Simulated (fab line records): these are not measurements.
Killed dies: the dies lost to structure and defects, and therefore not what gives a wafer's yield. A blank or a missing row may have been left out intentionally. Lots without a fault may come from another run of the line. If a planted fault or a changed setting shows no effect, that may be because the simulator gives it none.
fab line records	flow rit_cmos
record: lots: 4	wafers: 12	last_day: 7
route steps=202 shown SDANNEAL@156 SILICIDE@161 CONTACT@168 M1@184
lots that met no fault: from a run of the same line without faults
start_h: hours from the record's first day to the start of the lot's first wafer shown	wait_h: hours from the lot's prior step to this one	" the same as in the row above	L1.1+2: a single row standing in for several wafers	- either no value or no given start	* or withheld: withheld	< > ~ a bound
route shown NAME@n: names a module that has steps shown in the file, with the first one's number in the route	usual: the fault-free wafers' mean and standard deviation	same: alike in all rows	chamber/n: place in a boat	sites: readings site by site	_std_site: their standard deviation	_edge_site: inner sites' mean taken away from outer sites' mean	radius_mm: for every site, how far away it sits from the centre of the wafer	mask NAME#n: copy n	behind: tool/chamber where the wafer was last shaped	hold: the reason the lot was held/the length of the hold in hours/how it ended	device: the n, p or np transistor that did not switch	end of line: tests run on the same wafers once the route is complete	a step with no rows: only its recipe	killed: dies lost to structure and defects at the first sort, not the wafer's yield	map: per-die view of a wafer (x killed, . not killed, _ where there is no die)
set.NAME: setting as actually run; set.NAME@STEP: the setting as run at that earlier step	model.NAME: the simulator's own value behind a step, which no gauge read
lots at some steps of the route; a table a step, a row a wafer
services: a tool's chamber out of use, with start hour (start_h, from the record's first day; less than 0 if before it), hours out, and reason
== steps ==
step: RIT_SDANNEAL_RTA_03
recipe: temp_c: 1050	time_s: 5	idle_temp_c: 600	ramp_up_c_per_s: 342	ramp_down_c_per_s: 171	cool_to_c: 600	ambient: N2
step: RIT_SILICIDE_WET_ETCH_00
recipe: chemistry: BOE	target: SiO2	target_depth_nm: 14	time_s: 15	dry: n2_spin	dilution: 10:1	temp_c: 21.5
step: RIT_SILICIDE_SPUTTER_01
recipe: material: Ti	target_thk_nm: 30	power_w: 350	chamber_pressure_pa: 0.667	gas: Ar	time_s: 248.2	substrate_temp_c: 25
step: RIT_SILICIDE_RTA_04
recipe: temp_c: 650	time_s: 10	idle_temp_c: 25	ramp_up_s: 5	ramp_down_s: 5	cool_to_c: 25	ambient: N2
step: RIT_SILICIDE_WET_ETCH_05
recipe: chemistry: SPM	target: Ti	temp_c: 90	time_s: 120	dry: n2_spin
step: RIT_SILICIDE_RTA_06
recipe: temp_c: 750	time_s: 10	idle_temp_c: 25	ramp_up_s: 5	ramp_down_s: 10	cool_to_c: 25	ambient: N2
step: RIT_CONTACT_CVD_00
recipe: material: SiO2	target_thk_nm: 400	precursor: TEOS	temp_c: 390	time_s: 61	rf_w: 400
usual: heater_power_w: 307/35	run_length_s: 88.7/0.42
lot.wafer	tool	chamber	start_h	wait_h	heater_power_w	run_length_s	since_wet_clean_h	model.SiO2_of_CONTACT_CVD_00.thk_nm
L169.1	pecvd-01	0	76.41	0.1	316	88.5	632	398.4
L169.2	"	1	"	"	306	89.0	632	398.1
L169.6	"	0	"	"	324	89.0	-	406.8
L181.2	pecvd-01	0	138.17	0.0	333	80.2	693	350.9
L181.3	"	0	"	"	352	80.0	-	353
L181.6	"	0	"	"	371	80.4	-	355.6
L184.3	pecvd-01	2	151.79	0.1	280	79.8	-	350.1
L184.4	"	0	"	"	284	80.3	-	348
L184.6	"	2	"	"	302	79.6	-	355.9
L185.3	pecvd-03	0	155.08	0.0	292	88.7	1491	399
L185.5	"	1	"	"	292	89.4	-	405.4
L185.6	"	2	"	"	213	88.1	-	411.5
step: RIT_CONTACT_THK_MEAS_01
recipe: reads: SiO2_of_CONTACT_CVD_00
usual: CONTACT_TEOS_THK: 401/6
lot.wafer	tool	chamber	start_h	wait_h	CONTACT_TEOS_THK[nm]
L169.1	film_metro-02	-	76.46	0.0	399
L169.2	"	-	"	"	398
L169.6	"	-	"	"	407
L181.2	film_metro-03	-	138.26	0.1	351
L181.3	"	-	"	"	353
L181.6	"	-	"	"	356
L184.3	film_metro-02	-	151.86	0.0	350
L184.4	"	-	"	"	348
L184.6	"	-	"	"	356
L185.3	film_metro-04	-	155.15	0.0	399
L185.5	"	-	"	"	405
L185.6	"	-	"	"	412
step: RIT_CONTACT_HMDS_02
recipe: prime_time_s: 60	prime_temp_c: 140
step: RIT_CONTACT_COAT_03
recipe: resist: NOVOLAK	spin_rpm: 3250	resist_thk_nm: 1000
step: RIT_CONTACT_SOFTBAKE_04
recipe: resist: NOVOLAK	temp_c: 90	time_s: 60
step: RIT_CONTACT_EXPOSE_05
recipe: mask_id: M11	na: 0.6	source_shape: conventional	sigma_outer: 0.5	target_cd_nm: 1000	dose_mj: 250
step: RIT_CONTACT_PEB_06
recipe: resist: NOVOLAK	temp_c: withheld	time_s: withheld
step: RIT_CONTACT_DEVELOP_07
recipe: resist: NOVOLAK	develop_time_s: 114.2	dev_temp_c: 23
step: RIT_CONTACT_HARDBAKE_10
recipe: resist: NOVOLAK	temp_c: 140	time_s: 60
step: RIT_CONTACT_ETCH_11
recipe: target_depth_a: 4800	over_etch_frac: 0.2	stop_on: TiSi2	chemistry: CHF3/CF4/Ar	target: SiO2	CHF3_flow_sccm: 50	cf4_flow_sccm: 10	Ar_flow_sccm: 100	O2_flow_sccm: 5	pressure_mtorr: 100	rf_w: 200	time_s: 320
usual: CHF3_flow_sccm: 50.01/0.15	drypump_motor_current_A: 5.7/0.49	oes_product_au: 0.987/0.017	throttle_valve_pct: 8.90/0.13
lot.wafer	tool	chamber	start_h	wait_h	CHF3_flow_sccm	drypump_motor_current_A	oes_product_au	rf_hours_counter_h	throttle_valve_pct	model.etch.depth_nm	model.CONTACT.feature_depth_nm
L169.1	rie_diel-01	2	77.79	0.1	49.79	5.9	0.968	151	8.68	398.4	398.4
L169.2	"	1	"	"	50.08	5.4	0.995	163	8.84	398.1	398.1
L169.6	"	1	"	"	49.92	5.4	0.992	-	8.85	406.8	406.8
L181.2	rie_diel-04	3	139.58	0.1	50.05	5.4	0.984	20	8.92	350.9	350.9
L181.3	"	1	"	"	50.08	5.6	0.969	90	8.81	353	353
L181.6	"	2	"	"	49.96	5.4	0.968	-	8.83	355.6	355.6
L184.3	rie_diel-01	3	153.43	0.2	49.96	5.7	0.973	-	8.96	350.1	350.1
L184.4	"	0	"	"	50.14	4.9	0.948	-	9.14	348	348
L184.6	"	3	"	"	49.85	5.7	0.967	-	8.94	355.9	355.9
L185.3	rie_diel-02	2	156.53	0.1	50.36	6.0	0.996	50	8.82	399	399
L185.5	"	2	"	"	50.27	5.9	0.995	-	8.82	405.4	405.4
L185.6	"	3	"	"	50.29	6.4	1.011	-	9.00	411.5	411.5
step: RIT_CONTACT_STRIP_12
recipe: chemistry: O2	time_s: 180	resist: NOVOLAK	platen_temp_c: withheld	power_w: 500	pressure_mtorr: 4000	o2_flow_sccm: 4000
step: RIT_CONTACT_CLEAN_13
recipe: chemistry: SC1	mix: 3:3:50	time_s: 600	temp_c: 75
step: RIT_CONTACT_CLEAN_14
recipe: chemistry: SC2	mix: 3:3:50	time_s: 600	temp_c: 75	dry: n2_spin
step: RIT_M1_SPUTTER_00
recipe: material: Al	target_thk_nm: 400	power_w: 2000	chamber_pressure_pa: 0.4	gas: Ar	time_s: 500	substrate_temp_c: 25
step: RIT_M1_HMDS_03
recipe: prime_time_s: 60	prime_temp_c: 140
step: RIT_M1_COAT_04
recipe: resist: NOVOLAK	spin_rpm: 2000	resist_thk_nm: 1300
step: RIT_M1_SOFTBAKE_05
recipe: resist: NOVOLAK	temp_c: 90	time_s: 60
step: RIT_M1_EXPOSE_06
recipe: mask_id: M12	na: 0.6	source_shape: conventional	sigma_outer: 0.5	target_cd_nm: 2600	dose_mj: 250
step: RIT_M1_PEB_07
recipe: resist: NOVOLAK	temp_c: withheld	time_s: withheld
step: RIT_M1_DEVELOP_08
recipe: resist: NOVOLAK	develop_time_s: 68	dev_temp_c: 23.4
step: RIT_M1_HARDBAKE_11
recipe: resist: NOVOLAK	temp_c: 140	time_s: 120
step: RIT_M1_METAL_ETCH_12
recipe: stop_on: SiO2	chemistry: Cl2/BCl3	target: Al	time_s: 165	over_etch_frac: 0.5	pressure_mtorr: 100	target_depth_a: 6000	rf_w: 250	Cl2_flow_sccm: 60	bcl3_flow_sccm: 50
usual: drypump_motor_current_A: 5.50/0.26	oes_product_au: 0.781/0.015	throttle_valve_pct: 8.16/0.11
lot.wafer	tool	chamber	start_h	wait_h	drypump_motor_current_A	oes_product_au	rf_hours_counter_h	throttle_valve_pct	model.SiO2_of_CONTACT_CVD_00.thk_nm
L169.1	rie_metal-02	1	80.39	0.2	5.57	0.776	1	8.27	362.6
L169.2	"	0	"	"	5.22	0.786	1	8.09	361.4
L169.6	"	0	"	"	5.22	0.787	-	8.09	370
L181.2	rie_metal-02	0	142.18	0.2	5.20	0.781	1	8.11	314.1
L181.3	"	0	"	"	5.20	0.773	-	8.10	316.1
L181.6	"	1	"	"	5.55	0.779	-	8.27	320.2
L184.3	rie_metal-03	1	156.15	0.2	6.05	0.762	-	8.02	313.1
L184.4	"	0	"	"	5.33	0.806	-	8.09	312.3
L184.6	"	0	"	"	5.31	0.800	-	8.11	320.4
L185.3	rie_metal-01	0	159.54	0.2	5.39	0.765	-	8.21	361.9
L185.5	"	1	"	"	5.46	0.770	-	8.32	367.9
L185.6	"	0	"	"	5.39	0.770	-	8.20	374.4
step: RIT_M1_STRIP_13
recipe: chemistry: nmp	resist: NOVOLAK	temp_c: 80	time_s: 600	dry: n2_spin
step: RIT_M1_PROBE_99
usual: killed_at_front_end: 6/3.1	killed_dies: 6/3.1	killed_on_rim: 1.6/1.4	killed_open: 2.9/2	killed_short: 3.3/2
same: gross_dies: 264	killed_at_M0_to_M3: 0	killed_at_M4_up: 0	killed_at_back_side: 0	killed_at_contacts: 0	killed_at_other: 0
lot.wafer	tool	chamber	start_h	wait_h	killed_at_front_end	killed_dies	killed_on_rim	killed_open	killed_short	model.etest.field_p_metal.vt_v	model.etest.antenna_contact.vt_shift_v
L169.1	prober-02	-	82.65	0.1	12	12	3	7	5	-30.36	-0.0153
L169.2	prober-02	-	82.70	0.1	7	7	1	5	2	-29.55	-0.0131
L169.6	prober-02	-	82.90	0.2	14	14	2	7	7	-30.31	-0.00711
L181.2	prober-02	-	144.48	0.1	3	3	0	2	1	-27.7	-0.01697
L181.3	prober-02	-	144.53	0.2	9	9	4	3	6	-27.87	-0.01513
L181.6	prober-02	-	144.68	0.2	5	5	3	3	2	-28.45	-0.01333
L184.3	prober-01	-	158.45	0.2	10	10	2	5	5	-28.07	-0.01637
L184.4	prober-01	-	158.50	0.2	2	2	2	0	2	-27.15	-0.0176
L184.6	prober-01	-	158.60	0.2	10	10	4	9	1	-28.02	-0.01576
L185.3	prober-02	-	161.87	0.2	11	11	2	7	4	-29.19	-0.01035
L185.5	prober-02	-	161.97	0.2	9	9	1	5	4	-29.59	-0.01051
L185.6	prober-02	-	162.02	0.2	9	9	3	3	6	-29.9	-0.00825
killed by level:class
L169.1 GATE:geometric_particle:short=4 FOX1:geometric_particle:open=3 GATE:geometric_particle:open=3 FOX1:geometric_particle:short=1 SPACER:geometric_particle:open=1
L169.2 SILICIDE:geometric_particle:open=2 FOX1:geometric_particle:short=1 FOX1:geometric_particle:open=1 GATE:geometric_particle:open=1 REOX:geometric_particle:open=1 SILICIDE:geometric_particle:short=1
L169.6 SILICIDE:geometric_particle:short=4 FOX1:geometric_particle:open=3 GATE:geometric_particle:short=2 FOX1:geometric_particle:short=1 FOX2:geometric_particle:open=1 GATE:geometric_particle:open=1 REOX:geometric_particle:open=1 SILICIDE:geometric_particle:open=1
L181.2 FOX1:geometric_particle:open=1 GATE:geometric_particle:short=1 SILICIDE:geometric_particle:open=1
L181.3 GATE:geometric_particle:short=2 SILICIDE:geometric_particle:short=2 FOX1:geometric_particle:open=1 FOX1:geometric_particle:short=1 REOX:geometric_particle:open=1 REOX:geometric_particle:short=1 SILICIDE:geometric_particle:open=1
L181.6 GATE:geometric_particle:open=3 GATE:geometric_particle:short=2
L184.3 FOX2:geometric_particle:short=2 FOX1:geometric_particle:short=1 FOX1:geometric_particle:open=1 FOX2:geometric_particle:open=1 GATE:geometric_particle:open=1 GATE:geometric_particle:short=1 REOX:geometric_particle:open=1 SPACER:geometric_particle:open=1
L184.4 FOX1:geometric_particle:short=1 REOX:geometric_particle:short=1
L184.6 GATE:geometric_particle:open=4 FOX1:geometric_particle:open=2 FOX2:geometric_particle:open=2 REOX:geometric_particle:open=1 SPACER:geometric_particle:short=1
L185.3 FOX1:geometric_particle:open=2 GATE:geometric_particle:open=2 SILICIDE:geometric_particle:open=2 FOX1:geometric_particle:short=1 GATE:geometric_particle:short=1 REOX:geometric_particle:open=1 REOX:geometric_particle:short=1 SILICIDE:geometric_particle:short=1
L185.5 FOX1:geometric_particle:open=2 GATE:geometric_particle:open=2 REOX:geometric_particle:short=2 GATE:geometric_particle:short=1 SPACER:geometric_particle:open=1 SILICIDE:geometric_particle:short=1
L185.6 GATE:geometric_particle:short=3 REOX:geometric_particle:open=2 FOX1:geometric_particle:short=1 GATE:geometric_particle:open=1 SPACER:geometric_particle:short=1 SILICIDE:geometric_particle:short=1
== services ==
tool	chamber	start_h	hours	kind
rie_metal-03	1	52.90	10.5	repair
rie_metal-02	-	73.94	0.8	repair
rie_metal-02	-	82.15	1.3	repair
rie_diel-01	1	86.71	-	clean
rie_diel-01	1	86.71	-	consumable_replace:esc
rie_diel-01	1	86.71	20.6	scheduled_down
rie_diel-01	1	86.71	20.6	vent_cycle
pecvd-01	2	114.40	2.5	repair
rie_diel-01	2	114.80	1.8	repair
pecvd-01	1	134.73	29.9	repair
rie_metal-01	-	136.12	20.0	pm
rie_metal-01	0	136.12	20.0	vent_cycle
rie_metal-01	1	136.12	20.0	vent_cycle
rie_diel-01	2	144.00	-	clean
rie_diel-01	2	144.00	28.4	scheduled_down
rie_diel-01	2	144.00	28.4	vent_cycle
rie_diel-01	1	149.95	4.8	repair
rie_metal-01	0	156.12	-	clean
rie_metal-01	1	156.12	-	clean
== key ==
first_sign: step: RIT_CONTACT_CVD_00	reading: run_length_s	direction: down	sigmas: 20	usual: *	struck: *
effect: step: RIT_CONTACT_THK_MEAS_01	reading: CONTACT_TEOS_THK	direction: down	sigmas: 8.3	usual: 401	struck: 352
model_effect: step: RIT_CONTACT_CVD_00	value: SiO2_of_CONTACT_CVD_00.thk_nm	without: 407.4	struck: 352.3
model_effect: step: RIT_CONTACT_ETCH_11	value: etch.depth_nm	without: 407.4	struck: 352.3
model_effect: step: RIT_M1_METAL_ETCH_12	value: SiO2_of_CONTACT_CVD_00.thk_nm	without: 371.2	struck: 316
model_effect: step: RIT_M1_PROBE_99	value: etest.field_p_metal.vt_v	without: -30.76	struck: -27.87
met_at RIT_CONTACT_CVD_00
struck_wafers L181.2,L181.3,L181.6,L184.3,L184.4,L184.6
tester_left_out L181,L184
onset_between 76.41 138.17
fault: kind: process_parameter_drift	tool: pecvd-01	chamber: -	onset_h: 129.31	steps: RIT_CONTACT_CVD_00	channel: time_s	offset: *	shape: step	end_h: 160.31	stated: *
tester_left_out: of these lots the tester's yield and bins aren't shown, on N5 and GAA mostly nor the transistor test; their killed dies are dies lost to structure and defects alone, not to doping, threshold or leakage, so they don't give the yield
